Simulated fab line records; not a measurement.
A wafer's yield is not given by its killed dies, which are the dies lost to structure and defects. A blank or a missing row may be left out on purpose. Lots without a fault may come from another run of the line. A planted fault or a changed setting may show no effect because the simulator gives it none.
Comparing a struck lot with a sound one | flow rit_cmos | 44 out of 202 route steps
Sound: the wafers L509.1, L509.3, L509.5. The struck wafers were L513.1, L513.4, L513.6. The cause is given at the end.
Each step with rows lists, per side, the tool, then ch with its chambers, then its first start. Under that, the readings that differ: sound wafers | struck wafers | difference of the means | sigmas: that difference in standard deviations of wafers without a fault.
alike: readings with means less than 2 such deviations apart, plus words and numbers identical on both sides. not compared: withheld readings, readings lacking a value on some wafer, bounds such as >300 that could conceal the same value, and numbers that have no deviation in the record and whose values overlap.
The two part at a step that has a row with sigmas, a row that says differs or no value, or rows on one side only. Numbers that have no deviation but don't overlap get no sigmas and don't part them. Lack of a reading on every wafer of one side parts them only where that side has two or more wafers.

first, 1 step without rows for these wafers: RIT_PRETRO_IMPLANT_08.
RIT_PRETRO_STRIP_09: strips in O2, time 180 s.
  sound on plasma_asher-03 ch 1, day 2 10:06; struck on plasma_asher-04 ch 0,1, day 3 05:00
  alike: drypump_motor_current_A
  not compared: rf_hours_counter_h
RIT_PRETRO_TW_MEAS_10:
  sound on film_metro-01 at day 2 10:16; struck on film_metro-01 at day 3 05:10
  alike: PRETRO_TW
then, 5 steps without rows for these wafers: RIT_GATE_WET_ETCH_00 (etches SiO2 in BOE, target depth 56 nm, time 60 s); RIT_GATE_CLEAN_01 (cleans in SC1, time 600 s); RIT_GATE_CLEAN_02 (cleans in dHF, time 30 s); RIT_GATE_CLEAN_03 (cleans in SC2, time 600 s); RIT_GATE_CLEAN_04 (cleans in dHF, time 60 s).
RIT_FOX2_THK_MEAS_91:
  sound on film_metro-03 at day 2 10:45; struck on film_metro-02 at day 3 05:42
  alike: FIELD_OXIDE_LEFT_2_THK
then, 2 steps without rows for these wafers: RIT_GATE_OXIDATION_05 (target thk 3 nm, ox time 270 s); RIT_GATE_ANNEAL_06 (time 600 s).
RIT_GATE_THK_MEAS_07:
  sound on film_metro-04 at day 2 14:11; struck on film_metro-04 at day 3 08:50
  alike: GATE_OXIDE_THK
RIT_GATE_CVD_08: deposits poly-Si from SiH4, target thk 250 nm, time 2220 s.
  sound on lpcvd-02 ch 0, day 2 15:06; struck on lpcvd-02 ch 1, day 3 08:53
  reading                                  | sound             | struck            | difference | sigmas
  model.poly-Si_of_GATE_CVD_08.thk_nm (nm) | 253.4 253.2 252.7 | 266.2 265.4 266.4 | +12.9      |
  alike: sih4_flow_sccm
RIT_GATE_THK_MEAS_09:
  sound on film_metro-04 at day 2 16:43; struck on film_metro-04 at day 3 10:31
  reading            | sound             | struck            | difference | sigmas
  GATE_POLY_THK (nm) | 253.3 253.3 252.9 | 266.5 265.1 266.4 | +12.8      | +6
then, 6 steps without rows for these wafers: RIT_GATE_HMDS_10 (prime time 60 s); RIT_GATE_COAT_11 (resist thk 850 nm); RIT_GATE_SOFTBAKE_12 (time 59.16 s); RIT_GATE_EXPOSE_13 (exposes mask M6, target cd 150 nm); RIT_GATE_PEB_14; RIT_GATE_DEVELOP_15 (develop time 50 s).
RIT_GATE_CD_MEAS_16 targets a cd of 150 nm.
  sound on cd_sem-02 at day 2 17:47; struck on cd_sem-01 at day 3 11:25
  alike: cd_nm
RIT_GATE_OVL_MEAS_17:
  sound on overlay-01 at day 2 17:55; struck on overlay-01 at day 3 11:32
  alike: GATE_OVL
then, 1 step without rows for these wafers: RIT_GATE_HARDBAKE_18 (time 60 s).
RIT_GATE_ETCH_19: etches poly-Si in SF6/CHF3/O2, stops on SiO2, time 165 s, target depth 312.5 nm.
  sound on rie_si-02 ch 0,2,3, day 2 18:06; struck on rie_si-02 ch 0,3, day 3 11:44
  reading                          | sound             | struck            | difference | sigmas
  oes_product_au (a.u.)            | 0.849 0.847 0.843 | 0.881 0.887 0.884 | +0.038     | +4
  model.GATE.feature_depth_nm (nm) | 253.4 253.2 252.7 | 266.2 265.3 266.4 | +12.9      |
  model.etch.depth_nm (nm)         | 253.4 253.2 252.7 | 266.2 265.4 266.4 | +12.9      |
  alike: drypump_motor_current_A, rf_fwd_power_W, throttle_valve_pct
  not compared: rf_hours_counter_h
RIT_GATE_STRIP_20: strips in O2, time 180 s.
  sound on plasma_asher-03 ch 0, day 2 18:13; struck on plasma_asher-04 ch 0, day 3 11:50
  alike: drypump_motor_current_A
  not compared: rf_hours_counter_h
RIT_GATE_CD_MEAS_90 targets a cd of 150 nm.
  sound on cd_sem-01 at day 2 18:23; struck on cd_sem-01 at day 3 12:01
  alike: cd_nm
then, 4 steps without rows for these wafers: RIT_REOX_CLEAN_00 (cleans in SC1, time 600 s); RIT_REOX_CLEAN_01 (cleans in dHF, time 30 s); RIT_REOX_CLEAN_02 (cleans in SC2, time 600 s); RIT_REOX_OXIDATION_03 (target thk 25.2 nm, ox time 5580 s).
RIT_REOX_THK_MEAS_04:
  sound on film_metro-03 at day 2 21:25; struck on film_metro-04 at day 3 15:38
  alike: REOX_OXIDE_THK
then, 6 steps without rows for these wafers: RIT_NLDD_HMDS_00 (prime time 60 s); RIT_NLDD_COAT_01 (resist thk 1000 nm); RIT_NLDD_SOFTBAKE_02 (time 60 s); RIT_NLDD_EXPOSE_03 (exposes mask M7, target cd 40700 nm); RIT_NLDD_PEB_04; RIT_NLDD_DEVELOP_05 (develop time 50 s).
RIT_NLDD_OVL_MEAS_06:
  sound on overlay-02 at day 2 22:28; struck on overlay-01 at day 3 16:32
  reading       | sound       | struck         | difference | sigmas
  NLDD_OVL (nm) | 2.3 1.4 1.5 | -2.4 -2.6 -3.1 | -4.4       | -3
then, 2 steps without rows for these wafers: RIT_NLDD_HARDBAKE_07 (time 60 s); RIT_NLDD_IMPLANT_08.
RIT_NLDD_STRIP_09: strips in O2, time 180 s.
  sound on plasma_asher-04 ch 0,1, day 2 22:47; struck on plasma_asher-04 ch 0,1, day 3 16:53
  alike: drypump_motor_current_A
  not compared: rf_hours_counter_h
RIT_NLDD_TW_MEAS_10:
  sound on film_metro-01 at day 2 22:58; struck on film_metro-01 at day 3 17:03
  alike: NLDD_TW
RIT_SDANNEAL_CLEAN_02: cleans in SC2, time 600 s.
  sound on wet_bench-03 ch 3, day 3 06:37; struck on wet_bench-02 ch 2, day 4 00:16
  reading                                  | sound             | struck            | difference | sigmas
  model.poly-Si_of_GATE_CVD_08.thk_nm (nm) | 164.1 163.1 165.2 | 176.3 177.1 177.6 | +12.9      |
  alike: bath_heat_duty_pct
RIT_M1_PROBE_99:
  sound on prober-02 at day 3 14:25; struck on prober-02 at day 4 07:49
  reading                                          | sound                | struck              | difference | sigmas
  model.etest.nmos_turned.drive_ua_um              | 317.1 314 317.9      | 294.3 296 286.1     | -24.2      |
  model.etest.poly_comb_over_steps.leak_log10_a_um | -12.87 -12.53 -12.71 | -12.3 -10.13 -9.574 | +2.0       |
  alike: killed_at_contacts, killed_at_front_end, killed_dies, killed_open, killed_short

## WHERE THEY PART
Earliest at RIT_GATE_THK_MEAS_09; latest, in this record, at RIT_NLDD_OVL_MEAS_06. Later steps at which nothing parts them and some readings are alike: RIT_NLDD_STRIP_09, RIT_NLDD_TW_MEAS_10, RIT_SDANNEAL_CLEAN_02, RIT_M1_PROBE_99.

WHY: what the simulator had put in
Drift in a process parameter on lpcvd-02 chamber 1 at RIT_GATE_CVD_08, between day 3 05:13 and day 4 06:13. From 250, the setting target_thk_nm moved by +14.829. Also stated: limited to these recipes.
